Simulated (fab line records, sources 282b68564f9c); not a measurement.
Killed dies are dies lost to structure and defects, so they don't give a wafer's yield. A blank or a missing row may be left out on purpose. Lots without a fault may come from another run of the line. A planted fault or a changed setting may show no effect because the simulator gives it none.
fab line records | flow rit_cmos
record lots=5 wafers=15 last_day=7
route steps=202 shown PRETRO@72 GATE@75 FOX2@80 REOX@98 NLDD@103 SDANNEAL@155 M1@202
lots that met no fault: from a run of the same line without faults
start_h: hours from the record's first day to the start of the lot's first wafer shown | wait_h: hours since the lot's step before | " the same as in the row above | L1.1+2: a row that stands for several wafers | - no value, or no start given | * or withheld: withheld | < > ~ a bound
route shown NAME@n: a module of which the file shows steps, and the number in the route of the first | usual: mean/standard deviation of fault-free wafers | same: alike in all rows | chamber/n: place in a boat | sites: the reading at each site | _std_site: their standard deviation | _edge_site: outer sites' mean less inner sites' | radius_mm: how far each site lies from the wafer's centre | mask NAME#n: copy n | behind: the tool/chamber that last shaped the wafer | hold: why the lot was held/for how many hours/how that ended | device: the transistor (n, p or np) that didn't switch | end of line: the same wafers' tests at the end of the route | a step without rows: its recipe alone | killed: dies lost to structure and defects at the first sort, not the wafer's yield | map: a wafer's dies, x killed, . not, _ none there
set.NAME: the setting as run; set.NAME@STEP: as run at that earlier step | model.NAME: the simulator's own value behind a step, which no gauge read
lots at some steps of the route; a table a step, a row a wafer
services: from which hour (start_h, from the record's first day; less than 0 if before it) a tool's chamber was out of use, for how many hours, and why
## steps
# step RIT_PRETRO_IMPLANT_08
# recipe species=B energy_kev=45 dose_cm2=1.2e+13 tilt_deg=7
# step RIT_PRETRO_STRIP_09
# recipe chemistry=O2 time_s=180 resist=NOVOLAK platen_temp_c=withheld power_w=500 pressure_mtorr=4000 o2_flow_sccm=4000
# usual drypump_motor_current_A=5.56/0.21 rf_refl_power_W=6.6/1.3
# columns lot.wafer tool chamber start_h wait_h drypump_motor_current_A rf_hours_counter_h rf_refl_power_W
L297.1 plasma_asher-04 1 61.47 0.1 5.54 27 6.1
L297.2 " 0 " " 5.20 27 7.3
L297.4 " 1 " " 5.54 - 6.0
L301.4 plasma_asher-02 0 84.51 0.1 5.73 - 5.9
L301.5 " 1 " " 5.39 - 6.1
L301.6 " 0 " " 5.72 - 5.6
L303.1 plasma_asher-02 1 93.27 0.1 5.36 43 6.2
L303.3 " 1 " " 5.38 - 6.3
L303.6 " 1 " " 5.34 - 6.2
L312.3 plasma_asher-02 0 136.64 0.1 5.75 - 5.9
L312.4 " 1 " " 5.38 - 6.6
L312.6 " 0 " " 5.75 - 5.7
L313.2 plasma_asher-03 1 141.65 0.1 5.76 51 5.3
L313.3 " 0 " " 5.73 - 8.8
L313.5 " 1 " " 5.75 - 5.5
# step RIT_PRETRO_TW_MEAS_10
# usual PRETRO_TW=478/9.2
# columns lot.wafer tool chamber start_h wait_h PRETRO_TW
L297.1 film_metro-03 - 61.64 0.1 488
L297.2 " - " " 488
L297.4 " - " " 485
L301.4 film_metro-04 - 84.66 0.1 474
L301.5 " - " " 473
L301.6 " - " " 475
L303.1 film_metro-04 - 93.45 0.1 475
L303.3 " - " " 474
L303.6 " - " " 476
L312.3 film_metro-01 - 136.78 0.1 473
L312.4 " - " " 472
L312.6 " - " " 469
L313.2 film_metro-01 - 141.83 0.1 468
L313.3 " - " " 468
L313.5 " - " " 470
# step RIT_GATE_WET_ETCH_00
# recipe chemistry=BOE target=SiO2 target_depth_nm=56 time_s=60 dry=n2_spin dilution=10:1 temp_c=21.5
# step RIT_GATE_CLEAN_01
# recipe chemistry=SC1 mix=3:3:50 time_s=600 temp_c=75
# step RIT_GATE_CLEAN_02
# recipe chemistry=dHF dilution=50:1 time_s=30
# step RIT_GATE_CLEAN_03
# recipe chemistry=SC2 mix=3:3:50 time_s=600 temp_c=75 dry=n2_spin
# step RIT_GATE_CLEAN_04
# recipe chemistry=dHF dilution=50:1 time_s=60.89 dry=n2_spin
# step RIT_FOX2_THK_MEAS_91
# recipe reads=SiO2_of_FOX2_OXIDATION_00
# usual FIELD_OXIDE_LEFT_2_THK=235/5.9
# columns lot.wafer tool chamber start_h wait_h FIELD_OXIDE_LEFT_2_THK[nm]
L297.1 film_metro-04 - 62.14 0.0 228
L297.2 " - " " 230
L297.4 " - " " 233
L301.4 film_metro-04 - 85.14 0.0 235
L301.5 " - " " 237
L301.6 " - " " 236
L303.1 film_metro-04 - 93.92 0.0 234
L303.3 " - " " 233
L303.6 " - " " 236
L312.3 film_metro-03 - 137.26 0.0 231
L312.4 " - " " 233
L312.6 " - " " 236
L313.2 film_metro-03 - 142.31 0.0 228
L313.3 " - " " 219
L313.5 " - " " 230
# step RIT_GATE_OXIDATION_05
# recipe temp_c=900 ambient=O2 target_thk_a=30 ox_time_s=270
# step RIT_GATE_ANNEAL_06
# recipe temp_c=900 time_s=600 ambient=N2O
# step RIT_GATE_THK_MEAS_07
# recipe reads=SiO2_of_GATE_OXIDATION_05
# usual GATE_OXIDE_THK=3.02/0.074
# columns lot.wafer tool chamber start_h wait_h GATE_OXIDE_THK[nm]
L297.1 film_metro-02 - 63.52 0.0 3.00
L297.2 " - " " 2.99
L297.4 " - " " 3.05
L301.4 film_metro-04 - 87.04 0.0 3.05
L301.5 " - " " 2.93
L301.6 " - " " 2.91
L303.1 film_metro-03 - 95.31 0.0 3.06
L303.3 " - " " 3.08
L303.6 " - " " 3.14
L312.3 film_metro-02 - 138.72 0.0 3.07
L312.4 " - " " 3.04
L312.6 " - " " 2.93
L313.2 film_metro-02 - 143.70 0.0 3.12
L313.3 " - " " 3.13
L313.5 " - " " 3.07
# step RIT_GATE_CVD_08
# recipe material=poly-Si target_thk_nm=250 temp_c=610 precursor=SiH4 time_s=2220 pressure_mtorr=300 sih4_flow_sccm=100
# usual zone_power_source_pct=12.3/0.44
# columns lot.wafer tool chamber start_h wait_h zone_power_source_pct model.poly-Si_of_GATE_CVD_08.thk_nm
L297.1 lpcvd-01 0 63.58 0.1 11.9 250.7
L297.2 " 0 " " 11.7 248.7
L297.4 " 0 " " 11.8 249
L301.4 lpcvd-02 0 87.07 0.0 12.6 247.3
L301.5 " 0 " " 12.5 248.5
L301.6 " 0 " " 12.4 250
L303.1 lpcvd-01 0 95.37 0.1 11.9 251.3
L303.3 " 0 " " 11.6 252.3
L303.6 " 0 " " 11.7 254.6
L312.3 lpcvd-02 0 139.24 0.5 12.5 266.6
L312.4 " 0 " " 12.6 265.7
L312.6 " 0 " " 12.9 265.4
L313.2 lpcvd-01 0 143.75 0.0 11.8 251.4
L313.3 " 0 " " 11.5 252.2
L313.5 " 0 " " 11.6 249.2
# step RIT_GATE_THK_MEAS_09
# recipe reads=poly-Si_of_GATE_CVD_08
# usual GATE_POLY_THK=249.5/1.9
# columns lot.wafer tool chamber start_h wait_h GATE_POLY_THK[nm]
L297.1 film_metro-03 - 66.01 0.0 250.8
L297.2 " - " " 248.6
L297.4 " - " " 248.8
L301.4 film_metro-03 - 88.72 0.0 247.2
L301.5 " - " " 248.5
L301.6 " - " " 249.9
L303.1 film_metro-02 - 96.99 0.0 251.1
L303.3 " - " " 252.4
L303.6 " - " " 254.5
L312.3 film_metro-03 - 141.68 0.0 266.5
L312.4 " - " " 265.7
L312.6 " - " " 265.2
L313.2 film_metro-04 - 145.37 0.0 251.4
L313.3 " - " " 252.4
L313.5 " - " " 249.3
# step RIT_GATE_HMDS_10
# recipe prime_time_s=60 prime_temp_c=140
# step RIT_GATE_COAT_11
# recipe resist=NOVOLAK spin_rpm=4250 resist_thk_nm=850
# step RIT_GATE_SOFTBAKE_12
# recipe resist=NOVOLAK temp_c=90 time_s=60
# step RIT_GATE_EXPOSE_13
# recipe mask_id=M6 na=0.6 source_shape=conventional sigma_outer=0.6 target_cd_nm=150 dose_mj=380
# step RIT_GATE_PEB_14
# recipe resist=NOVOLAK temp_c=withheld time_s=withheld
# step RIT_GATE_DEVELOP_15
# recipe resist=NOVOLAK develop_time_s=48.27 dev_temp_c=23
# step RIT_GATE_CD_MEAS_16
# recipe target_cd_nm=150
# usual cd_nm=148.9/2.4
# columns lot.wafer tool chamber start_h wait_h cd_nm
L297.1 cd_sem-02 - 67.48 - 147.8
L297.2 " - " " 148.1
L297.4 " - " " 147.5
L301.4 cd_sem-02 - 89.78 - 152.1
L301.5 " - " " 149.8
L301.6 " - " " 151.8
L303.1 cd_sem-01 - 97.90 - 146.7
L303.3 " - " " 148.1
L303.6 " - " " 148.6
L312.3 cd_sem-02 - 142.61 - 146.0
L312.4 " - " " 147.3
L312.6 " - " " 146.7
L313.2 cd_sem-01 - 146.29 - 153.9
L313.3 " - " " 155.1
L313.5 " - " " 152.6
# step RIT_GATE_OVL_MEAS_17
# usual GATE_OVL=-1.5/1.6
# columns lot.wafer tool chamber start_h wait_h GATE_OVL[nm]
L297.1 overlay-02 - 67.60 0.1 0.3
L297.2 " - " " 0.1
L297.4 " - " " -0.8
L301.4 overlay-02 - 89.86 0.1 -1.9
L301.5 " - " " 0.4
L301.6 " - " " -3.7
L303.1 overlay-02 - 98.02 0.1 -2.7
L303.3 " - " " -1.9
L303.6 " - " " -2.4
L312.3 overlay-01 - 142.72 0.1 -0.2
L312.4 " - " " 0.1
L312.6 " - " " 1.3
L313.2 overlay-01 - 146.40 0.1 -1.6
L313.3 " - " " 0.8
L313.5 " - " " 0.7
# step RIT_GATE_HARDBAKE_18
# recipe resist=NOVOLAK temp_c=140 time_s=60
# step RIT_GATE_ETCH_19
# recipe chemistry=SF6/CHF3/O2 time_s=165 SF6_flow_sccm=30 CHF3_flow_sccm=30 O2_flow_sccm=5 target=poly-Si pressure_mtorr=40 rf_w=160 target_depth_a=3125 over_etch_frac=0.25 stop_on=SiO2
# usual drypump_motor_current_A=5.9/0.36 he_backside_leak_sccm=2.8/0.36 oes_product_au=0.846/0.019 throttle_valve_pct=10.30/0.11
# columns lot.wafer tool chamber start_h wait_h drypump_motor_current_A he_backside_leak_sccm oes_product_au rf_hours_counter_h throttle_valve_pct model.etch.depth_nm model.GATE.feature_depth_nm
L297.1 rie_si-02 1 67.78 0.1 5.7 2.5 0.872 138 10.12 250.7 250.7
L297.2 " 0 " " 6.3 2.6 0.874 93 10.21 248.7 248.7
L297.4 " 2 " " 6.3 2.7 0.826 64 10.36 249 249
L301.4 rie_si-02 3 90.03 0.1 5.8 2.5 0.839 110 10.37 247.3 247.3
L301.5 " 3 " " 5.8 2.6 0.842 - 10.38 248.5 248.5
L301.6 " 2 " " 6.3 2.7 0.835 - 10.36 250 250
L303.1 rie_si-02 3 98.20 0.1 5.8 2.9 0.851 110 10.38 251.3 251.3
L303.3 " 2 " " 6.3 2.8 0.841 64 10.37 252.3 252.3
L303.6 " 1 " " 5.7 2.6 0.878 - 10.13 254.6 254.6
L312.3 rie_si-01 3 142.89 0.1 6.2 3.0 0.885 118 10.41 266.6 266.6
L312.4 " 1 " " 5.2 3.8 0.868 142 10.46 265.7 265.7
L312.6 " 2 " " 5.5 3.1 0.876 - 10.28 265.4 265.4
L313.2 rie_si-02 1 146.58 0.1 5.7 2.4 0.866 139 10.14 251.4 251.4
L313.3 " 2 " " 6.3 2.6 0.827 64 10.37 252.2 252.2
L313.5 " 1 " " 5.7 2.7 0.868 - 10.14 249.2 249.2
# step RIT_GATE_STRIP_20
# recipe chemistry=O2 time_s=180 resist=NOVOLAK platen_temp_c=withheld power_w=500 pressure_mtorr=4000 o2_flow_sccm=4000
# usual drypump_motor_current_A=5.5/0.42 rf_refl_power_W=6.6/1.7
# columns lot.wafer tool chamber start_h wait_h drypump_motor_current_A rf_hours_counter_h rf_refl_power_W
L297.1 plasma_asher-04 1 67.89 0.1 5.6 28 5.9
L297.2 " 0 " " 5.2 28 7.3
L297.4 " 0 " " 5.2 - 7.4
L301.4 plasma_asher-01 1 90.19 0.1 4.8 - 3.9
L301.5 " 0 " " 6.2 - 8.1
L301.6 " 1 " " 4.8 - 3.7
L303.1 plasma_asher-01 1 98.31 0.1 4.8 46 4.0
L303.3 " 1 " " 4.7 - 3.9
L303.6 " 0 " " 6.1 - 7.9
L312.3 plasma_asher-03 0 143.06 0.1 5.8 - 8.8
L312.4 " 1 " " 5.7 - 5.3
L312.6 " 1 " " 5.7 - 5.1
L313.2 plasma_asher-04 0 146.69 0.1 5.2 37 7.3
L313.3 " 1 " " 5.6 - 6.1
L313.5 " 1 " " 5.5 - 5.9
# step RIT_GATE_CD_MEAS_90
# recipe target_cd_nm=150
# usual cd_nm=148.9/2.4
# columns lot.wafer tool chamber start_h wait_h cd_nm
L297.1 cd_sem-02 - 68.07 0.1 148.4
L297.2 " - " " 148.0
L297.4 " - " " 147.4
L301.4 cd_sem-01 - 90.37 0.1 152.2
L301.5 " - " " 150.3
L301.6 " - " " 152.1
L303.1 cd_sem-02 - 98.48 0.1 146.9
L303.3 " - " " 148.3
L303.6 " - " " 148.9
L312.3 cd_sem-01 - 143.21 0.1 145.6
L312.4 " - " " 147.4
L312.6 " - " " 147.0
L313.2 cd_sem-01 - 146.88 0.1 153.6
L313.3 " - " " 154.6
L313.5 " - " " 152.9
# step RIT_REOX_CLEAN_00
# recipe chemistry=SC1 mix=3:3:50 time_s=600 temp_c=75
# step RIT_REOX_CLEAN_01
# recipe chemistry=dHF dilution=50:1 time_s=30
# step RIT_REOX_CLEAN_02
# recipe chemistry=SC2 mix=3:3:50 time_s=600 temp_c=75 dry=n2_spin
# step RIT_REOX_OXIDATION_03
# recipe temp_c=900 ambient=O2 target_thk_a=252 ox_time_s=5580
# step RIT_REOX_THK_MEAS_04
# recipe reads=SiO2_of_REOX_OXIDATION_03
# usual REOX_OXIDE_THK=25.2/0.47
# columns lot.wafer tool chamber start_h wait_h REOX_OXIDE_THK[nm]
L297.1 film_metro-02 - 72.06 0.0 24.5
L297.2 " - " " 24.8
L297.4 " - " " 24.6
L301.4 film_metro-01 - 93.38 0.0 24.8
L301.5 " - " " 24.6
L301.6 " - " " 24.5
L303.1 film_metro-04 - 101.55 0.0 25.5
L303.3 " - " " 25.2
L303.6 " - " " 26.0
L312.3 film_metro-02 - 146.23 0.0 24.8
L312.4 " - " " 25.1
L312.6 " - " " 25.3
L313.2 film_metro-01 - 149.94 0.0 25.8
L313.3 " - " " 25.5
L313.5 " - " " 25.7
# step RIT_NLDD_HMDS_00
# recipe prime_time_s=60 prime_temp_c=140
# step RIT_NLDD_COAT_01
# recipe resist=NOVOLAK spin_rpm=3250 resist_thk_nm=1000
# step RIT_NLDD_SOFTBAKE_02
# recipe resist=NOVOLAK temp_c=90 time_s=62.36
# usual plate_sensor_t_centre_C=90.968/0.0099 plate_sensor_t_edge_C=91.021/0.0097 resist_line_temp_C=23.00/0.095
# columns lot.wafer tool chamber start_h wait_h plate_sensor_t_centre_C plate_sensor_t_edge_C resist_line_temp_C
L297.1 litho_track-04 0 72.42 0.1 90.957 91.015 22.93
L297.2 " 0 " " 90.982 91.015 23.06
L297.4 " 0 " " 90.994 91.020 23.02
L301.4 litho_track-03 0 93.78 0.1 90.965 91.002 23.05
L301.5 " 0 " " 90.971 91.007 23.05
L301.6 " 0 " " 90.976 91.018 23.04
L303.1 litho_track-04 0 101.91 0.1 90.972 91.024 22.97
L303.3 " 0 " " 90.974 91.004 22.86
L303.6 " 0 " " 90.959 91.001 22.85
L312.3 litho_track-04 0 146.62 0.1 90.966 91.027 23.03
L312.4 " 0 " " 90.969 91.016 23.07
L312.6 " 0 " " 90.970 91.023 22.94
L313.2 litho_track-04 0 150.32 0.1 90.972 91.018 22.95
L313.3 " 0 " " 90.969 91.027 22.93
L313.5 " 0 " " 90.958 91.021 22.90
# step RIT_NLDD_EXPOSE_03
# recipe mask_id=M7 na=0.57 target_cd_nm=40700 dose_mj=250
# step RIT_NLDD_PEB_04
# recipe resist=NOVOLAK temp_c=withheld time_s=withheld
# step RIT_NLDD_DEVELOP_05
# recipe resist=NOVOLAK develop_time_s=50 dev_temp_c=23
# step RIT_NLDD_OVL_MEAS_06
# usual NLDD_OVL=0.1/1.3
# columns lot.wafer tool chamber start_h wait_h NLDD_OVL[nm]
L297.1 overlay-02 - 72.97 - 1.8
L297.2 " - " " 1.5
L297.4 " - " " 1.0
L301.4 overlay-01 - 94.40 - 2.6
L301.5 " - " " 1.3
L301.6 " - " " 3.2
L303.1 overlay-02 - 102.46 - 1.4
L303.3 " - " " 0.8
L303.6 " - " " 1.3
L312.3 overlay-01 - 147.26 - 2.3
L312.4 " - " " 1.1
L312.6 " - " " -1.0
L313.2 overlay-02 - 150.85 - -1.4
L313.3 " - " " -0.6
L313.5 " - " " 0.1
# step RIT_NLDD_HARDBAKE_07
# recipe resist=NOVOLAK temp_c=140 time_s=60
# step RIT_NLDD_IMPLANT_08
# recipe species=P energy_kev=20 dose_cm2=5e+14 tilt_deg=7
# step RIT_NLDD_STRIP_09
# recipe chemistry=O2 time_s=180 resist=NOVOLAK platen_temp_c=withheld power_w=500 pressure_mtorr=4000 o2_flow_sccm=4000
# usual drypump_motor_current_A=5.5/0.49 rf_refl_power_W=6.1/1.4
# columns lot.wafer tool chamber start_h wait_h drypump_motor_current_A rf_hours_counter_h rf_refl_power_W
L297.1 plasma_asher-01 1 73.31 0.1 4.8 44 4.0
L297.2 " 0 " " 6.2 44 7.8
L297.4 " 1 " " 4.8 - 3.9
L301.4 plasma_asher-02 0 94.78 0.1 5.7 - 5.8
L301.5 " 0 " " 5.8 - 5.8
L301.6 " 1 " " 5.4 - 6.4
L303.1 plasma_asher-01 1 102.80 0.1 4.8 47 3.9
L303.3 " 0 " " 6.2 - 7.9
L303.6 " 1 " " 4.8 - 4.1
L312.3 plasma_asher-01 1 147.64 0.1 4.8 - 3.8
L312.4 " 0 " " 6.2 - 7.7
L312.6 " 1 " " 4.8 - 3.7
L313.2 plasma_asher-01 1 151.18 0.1 4.8 52 3.8
L313.3 " 0 " " 6.1 - 7.8
L313.5 " 1 " " 4.8 - 3.7
# step RIT_NLDD_TW_MEAS_10
# usual NLDD_TW=2501/43
# columns lot.wafer tool chamber start_h wait_h NLDD_TW
L297.1 film_metro-01 - 73.48 0.1 2474
L297.2 " - " " 2462
L297.4 " - " " 2459
L301.4 film_metro-01 - 94.92 0.1 2462
L301.5 " - " " 2463
L301.6 " - " " 2467
L303.1 film_metro-02 - 102.98 0.1 2511
L303.3 " - " " 2515
L303.6 " - " " 2501
L312.3 film_metro-02 - 147.78 0.1 2507
L312.4 " - " " 2512
L312.6 " - " " 2511
L313.2 film_metro-01 - 151.36 0.1 2460
L313.3 " - " " 2462
L313.5 " - " " 2455
# step RIT_SDANNEAL_CLEAN_02
# recipe chemistry=SC2 mix=3:3:50 time_s=600 temp_c=75 dry=n2_spin
# columns lot.wafer tool chamber start_h wait_h model.poly-Si_of_GATE_CVD_08.thk_nm
L297.1 wet_bench-03 0 81.96 0.0 165
L297.2 " 0 " " 163.2
L297.4 " 0 " " 164.5
L301.4 wet_bench-01 2 102.18 0.0 162.1
L301.5 " 2 " " 163.6
L301.6 " 2 " " 166.3
L303.1 wet_bench-03 2 110.23 0.0 165.4
L303.3 " 2 " " 166.7
L303.6 " 2 " " 169.1
L312.3 wet_bench-04 1 155.13 0.0 181
L312.4 " 1 " " 179.8
L312.6 " 1 " " 179.7
L313.2 wet_bench-04 0 158.96 0.0 164.1
L313.3 " 0 " " 164.9
L313.5 " 0 " " 162.1
# step RIT_M1_PROBE_99
# usual killed_at_contacts=0.0/0.22 killed_at_front_end=6.9/3 killed_dies=6.9/3 killed_open=3.5/2 killed_short=3.4/2.1
# same gross_dies=264 killed_at_M0_to_M3=0 killed_at_M4_up=0 killed_at_back_side=0 killed_at_other=0
# columns lot.wafer tool chamber start_h wait_h killed_at_contacts killed_at_front_end killed_dies killed_open killed_short model.etest.nmos_turned.drive_ua_um model.etest.poly_comb_over_steps.leak_log10_a_um
L297.1 prober-01 - 89.44 0.1 0 8 8 2 6 325.2 -12.73
L297.2 prober-01 - 89.49 0.1 0 3 3 2 0 324.3 -12.48
L297.4 prober-01 - 89.59 0.2 0 5 5 5 0 323 -12.8
L301.4 prober-01 - 110.63 0.2 1 13 14 8 6 335.4 -12.8
L301.5 prober-01 - 110.68 0.2 0 6 6 4 2 346.3 -12.84
L301.6 prober-01 - 110.73 0.2 0 8 8 3 5 338.8 -12.96
L303.1 prober-01 - 117.91 0.1 0 4 4 3 1 318.8 -12.96
L303.3 prober-01 - 118.01 0.2 0 8 8 5 3 317.8 -12.91
L303.6 prober-01 - 118.16 0.2 0 5 5 1 4 298.5 -12.84
L312.3 prober-02 - 162.94 0.2 0 11 11 8 3 308.8 -10.37
L312.4 prober-02 - 162.99 0.2 0 7 7 4 3 303.1 -10.49
L312.6 prober-02 - 163.09 0.2 0 8 8 3 5 304.1 -10.61
L313.2 prober-01 - 166.62 0.1 0 7 7 5 2 265.8 -12.82
L313.3 prober-01 - 166.67 0.2 0 9 9 5 4 275.8 -12.79
L313.5 prober-01 - 166.77 0.2 0 3 3 2 1 271.8 -12.76
# killed by level:class
L297.1 GATE:geometric_particle:short=2 SILICIDE:geometric_particle:short=2 FOX1:geometric_particle:short=1 GATE:geometric_particle:open=1 REOX:geometric_particle:short=1 SILICIDE:geometric_particle:open=1
L297.2 FOX1:geometric_particle:open=2 ACTIVE:coat_microbubble_printed=1
L297.4 FOX1:geometric_particle:open=2 GATE:geometric_particle:open=2 SILICIDE:geometric_particle:open=1
L301.4 SILICIDE:geometric_particle:open=4 FOX1:geometric_particle:short=3 GATE:geometric_particle:open=2 FOX1:geometric_particle:open=1 REOX:geometric_particle:short=1 SPACER:geometric_particle:open=1 SILICIDE:geometric_particle:short=1 CONTACT:geometric_particle:short=1
L301.5 GATE:geometric_particle:open=3 FOX1:geometric_particle:open=1 GATE:geometric_particle:short=1 SILICIDE:geometric_particle:short=1
L301.6 GATE:geometric_particle:open=2 FOX1:geometric_particle:short=1 FOX1:geometric_particle:open=1 GATE:geometric_particle:short=1 REOX:geometric_particle:short=1 SPACER:geometric_particle:short=1 SILICIDE:geometric_particle:short=1
L303.1 FOX2:geometric_particle:open=1 GATE:geometric_particle:open=1 REOX:geometric_particle:short=1 SILICIDE:geometric_particle:open=1
L303.3 GATE:geometric_particle:open=3 REOX:geometric_particle:open=2 FOX1:geometric_particle:short=1 REOX:geometric_particle:short=1 SILICIDE:geometric_particle:short=1
L303.6 REOX:geometric_particle:short=2 FOX1:geometric_particle:short=1 GATE:geometric_particle:open=1 SILICIDE:geometric_particle:short=1
L312.3 GATE:geometric_particle:open=4 FOX1:geometric_particle:open=2 REOX:geometric_particle:short=2 GATE:geometric_particle:short=1 SPACER:geometric_particle:open=1 SILICIDE:geometric_particle:open=1
L312.4 FOX1:geometric_particle:open=1 FOX2:geometric_particle:short=1 FOX2:geometric_particle:open=1 GATE:geometric_particle:open=1 GATE:geometric_particle:short=1 REOX:geometric_particle:open=1 SPACER:geometric_particle:short=1
L312.6 GATE:geometric_particle:open=2 GATE:geometric_particle:short=2 SPACER:geometric_particle:short=2 REOX:geometric_particle:open=1 REOX:geometric_particle:short=1
L313.2 GATE:geometric_particle:open=2 SILICIDE:geometric_particle:open=2 FOX1:geometric_particle:open=1 FOX2:geometric_particle:short=1 SILICIDE:geometric_particle:short=1
L313.3 FOX1:geometric_particle:short=3 FOX1:geometric_particle:open=2 FOX2:geometric_particle:open=1 GATE:geometric_particle:short=1 SPACER:geometric_particle:open=1 STARTING-WAFER:geometric_particle:open=1
L313.5 FOX2:geometric_particle:open=1 SPACER:geometric_particle:open=1 SPACER:geometric_particle:short=1
## services
# columns tool chamber start_h hours kind
rie_si-01 0 53.00 7.8 repair
plasma_asher-03 - 61.16 2.7 repair
plasma_asher-02 - 70.02 8.1 repair
lpcvd-01 - 70.48 6.1 pm
plasma_asher-01 - 74.99 3.2 repair
wet_bench-03 - 82.26 4.4 pm
plasma_asher-01 - 90.39 5.1 repair
lpcvd-01 - 105.36 0.9 repair
plasma_asher-02 - 108.75 9.0 pm
plasma_asher-02 0 108.75 9.0 vent_cycle
plasma_asher-02 1 108.75 9.0 vent_cycle
wet_bench-01 - 115.11 4.1 repair
plasma_asher-01 - 115.79 4.3 repair
plasma_asher-02 0 117.75 - clean
plasma_asher-02 1 117.75 - clean
rie_si-01 1 147.12 - clean
rie_si-01 1 147.12 16.1 scheduled_down
rie_si-01 1 147.12 16.1 vent_cycle
rie_si-02 2 148.56 1.8 repair
rie_si-02 2 154.51 4.0 repair
## key
first_sign step=RIT_GATE_THK_MEAS_09 reading=GATE_POLY_THK direction=up sigmas=8.6 usual=249.5 struck=265.8
effect none on later readings
model_effect step=RIT_GATE_CVD_08 value=poly-Si_of_GATE_CVD_08.thk_nm without=247.8 struck=265.9
model_effect step=RIT_GATE_ETCH_19 value=etch.depth_nm without=247.8 struck=265.9
model_effect step=RIT_SDANNEAL_CLEAN_02 value=poly-Si_of_GATE_CVD_08.thk_nm without=162 struck=180.2
model_effect step=RIT_M1_PROBE_99 value=etest.nmos_turned.drive_ua_um without=336.3 struck=305.3
met_at RIT_GATE_CVD_08
struck_wafers L312.3,L312.4,L312.6
tester_left_out L312
onset_between 87.07 139.24
also_fits RIT_PRETRO_STRIP_09:plasma_asher-02
fault kind=process_parameter_drift tool=lpcvd-02 chamber=0 onset_h=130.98 steps=RIT_GATE_CVD_08 channel=target_thk_nm offset=18.137 shape=step end_h=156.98 acts_in=these_recipes_only stated=250
# tester_left_out: of these lots the tester's yield and bins aren't shown, on N5 and GAA mostly nor the transistor test; their killed dies are dies lost to structure and defects alone, not to doping, threshold or leakage, so they don't give the yield
